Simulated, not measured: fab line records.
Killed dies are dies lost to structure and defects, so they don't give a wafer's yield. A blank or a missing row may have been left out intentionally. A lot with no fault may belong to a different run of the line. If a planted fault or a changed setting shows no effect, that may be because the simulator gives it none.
Comparing a struck lot with a sound one ; flow rit cmos ; 39 out of 202 route steps
Sound: the wafers L435.1, L435.2, L435.3. The struck wafers were L445.3, L445.5, L445.6. At the end, the cause is stated.
For every step that has rows: the tool of each side, followed by ch and its chambers, followed by its first start. Under that, the readings that differ: sound wafers ; struck wafers ; difference of the means ; sigmas: that difference in standard deviations of wafers without a fault.
alike: readings whose means differ by less than 2 such deviations, and words and numbers that are the same on both sides. not compared: withheld readings, readings that some wafer has no value for, bounds like >300 that may hide the same value, and numbers for which the record gives no deviation and whose values overlap.
The two part at a step that has a row with sigmas, a row that says differs or no value, or rows on one side only. Numbers that don't overlap but have no deviation are shown without sigmas and don't part them. A reading missing from all wafers of one side parts the sides only when that side holds two or more wafers.

first, 3 steps without rows for these wafers: RIT_GATE_EXPOSE_13 (exposes mask M6, target cd 150 nm); RIT_GATE_PEB_14; RIT_GATE_DEVELOP_15 (develop time 50 s).
RIT_GATE_CD_MEAS_16: the cd target is 150 nm.
  sound on cd sem-01, day 3 03:04; struck on cd sem-01, day 5 02:14
  alike: cd nm
RIT_GATE_OVL_MEAS_17:
  sound on overlay-02, day 3 03:11; struck on overlay-01, day 5 02:20
  alike: GATE_OVL
then, 1 step without rows for these wafers: RIT_GATE_HARDBAKE_18 (time 60 s).
RIT_GATE_ETCH_19: etches poly-Si in SF6/CHF3/O2, stops on SiO2, time 165 s, target depth 312.5 nm.
  sound on rie si-01 ch 0,1,3, day 3 03:22; struck on rie si-01 ch 0,1,2, day 5 02:38
  alike: drypump motor current A, oes product au, throttle valve pct
  not compared: rf hours counter h
RIT_GATE_STRIP_20: strips in O2, time 180 s.
  sound on plasma asher-02 ch 0,1, day 3 03:28; struck on plasma asher-03 ch 0,1, day 5 02:48
  alike: drypump motor current A
  not compared: rf hours counter h
RIT_GATE_CD_MEAS_90: the cd target is 150 nm.
  sound on cd sem-02, day 3 03:39; struck on cd sem-02, day 5 02:57
  alike: cd nm
then, 3 steps without rows for these wafers: RIT_REOX_CLEAN_00 (cleans in SC1, time 600 s); RIT_REOX_CLEAN_01 (cleans in dHF, time 30 s); RIT_REOX_CLEAN_02 (cleans in SC2, time 600 s).
RIT_REOX_OXIDATION_03: target thk 25.2 nm, ox time 5580 s.
  sound on furnace-03 ch 0, day 3 04:40; struck on furnace-04 ch 0, day 5 03:24
reading;sound;struck;difference;sigmas
spike tc centre C (C);903.7 903.1 903.9;920.1 922.9 921.9;+18.1;+16
spike tc load C (C);931 929 933;941 942 942;+11;+3
spike tc source C (C);928 926 927;940 941 940;+13;+4
tube center temp C (C);899.98 899.99 900.2;920.03 920.17 919.99;+20.01;+99 or more
tube_center_temp_C_max;902.2 901.8 902.2;922.3 922.3 922.2;+20.2;+55
model.SiO2_of_REOX_OXIDATION_03.thk nm (nm);25.3 25.98 25.6;30.81 30.69 31.2;+5.27;
RIT_REOX_THK_MEAS_04:
  sound on film metro-04, day 3 07:13; struck on film metro-04, day 5 05:58
reading;sound;struck;difference;sigmas
REOX_OXIDE_THK (nm);25.3 26.0 25.7;30.8 30.7 31.2;+5.2;+11
then, 6 steps without rows for these wafers: RIT_NLDD_HMDS_00 (prime time 60 s); RIT_NLDD_COAT_01 (resist thk 1000 nm); RIT_NLDD_SOFTBAKE_02 (time 60 s); RIT_NLDD_EXPOSE_03 (exposes mask M7, target cd 40700 nm); RIT_NLDD_PEB_04; RIT_NLDD_DEVELOP_05 (develop time 50 s).
RIT_NLDD_OVL_MEAS_06:
  sound on overlay-02, day 3 08:08; struck on overlay-01, day 5 07:00
  alike: NLDD_OVL
then, 2 steps without rows for these wafers: RIT_NLDD_HARDBAKE_07 (time 60 s); RIT_NLDD_IMPLANT_08.
RIT_NLDD_STRIP_09: strips in O2, time 180 s.
  sound on plasma asher-04 ch 0,1, day 3 08:28; struck on plasma asher-03 ch 0,1, day 5 07:23
  alike: drypump motor current A
  not compared: rf hours counter h
RIT_NLDD_TW_MEAS_10:
  sound on film metro-02, day 3 08:38; struck on film metro-02, day 5 07:31
  alike: NLDD_TW
then, 6 steps without rows for these wafers: RIT_PLDD_HMDS_00 (prime time 60 s); RIT_PLDD_COAT_01 (resist thk 1000 nm); RIT_PLDD_SOFTBAKE_02 (time 60 s); RIT_PLDD_EXPOSE_03 (exposes mask M8, target cd 40900 nm); RIT_PLDD_PEB_04; RIT_PLDD_DEVELOP_05 (develop time 50 s).
RIT_PLDD_OVL_MEAS_06:
  sound on overlay-01, day 3 09:49; struck on overlay-01, day 5 08:32
  alike: PLDD_OVL
then, 2 steps without rows for these wafers: RIT_PLDD_HARDBAKE_07 (time 60 s); RIT_PLDD_IMPLANT_08.
RIT_PLDD_STRIP_09: strips in O2, time 180 s.
  sound on plasma asher-01 ch 0,1, day 3 10:09; struck on plasma asher-03 ch 0,1, day 5 08:56
  alike: drypump motor current A
  not compared: rf hours counter h
RIT_PLDD_TW_MEAS_10:
  sound on film metro-01, day 3 10:20; struck on film metro-01, day 5 09:04
  alike: PLDD_TW
RIT_SPACER_CLEAN_00: cleans in SC1, time 600 s.
  sound on wet bench-03 ch 0, day 3 10:23; struck on wet bench-02 ch 3, day 5 09:06
reading;sound;struck;difference;sigmas
model.SiO2_of_REOX_OXIDATION_03.thk nm (nm);23.34 23.98 23.63;28.46 28.33 28.8;+4.88;
then, 1 step without rows for these wafers: RIT_SPACER_CLEAN_01 (cleans in dHF, time 30 s).
RIT_M1_PROBE_99:
  sound on prober-01, day 4 02:01; struck on prober-01, day 5 22:55
reading;sound;struck;difference;sigmas
killed open;2 1 1;6 4 6;+4;+2
model.etest.pmos turned.r on ohm um;3312 3472 3345;6306 6153 6973;+3101;
model.etest.pmos_0p3.r on ohm um;6183 6208 6225;7362 7343 7601;+1230;
model.etest.pmos_0p15.r on ohm um;2678 2759 2668;3812 3793 4040;+1180;
model.etest.pldd.rs ohm sq;490.2 524 502.1;1136 1115 1223;+653;
model.etest.nmos_0p3.r on ohm um;2123 2147 2132;2469 2440 2547;+351;
model.etest.nmos_0p15.r on ohm um;1095 1140 1104;1452 1444 1500;+352;
model.etest.pldd.line ohm um;154.7 162.9 157.7;357.5 348 382.2;+204.1;
model.etest.nldd.rs ohm sq;374.1 391 382.6;580.7 571.5 595.5;+200.0;
  alike: killed at contacts, killed at front end, killed dies, killed short

WHERE THEY PART
Last at RIT_M1_PROBE_99 as far as this record goes, first at RIT_REOX_OXIDATION_03.

WHY: the cause the simulator had injected
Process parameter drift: furnace-04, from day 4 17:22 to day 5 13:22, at RIT_REOX_OXIDATION_03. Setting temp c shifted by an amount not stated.
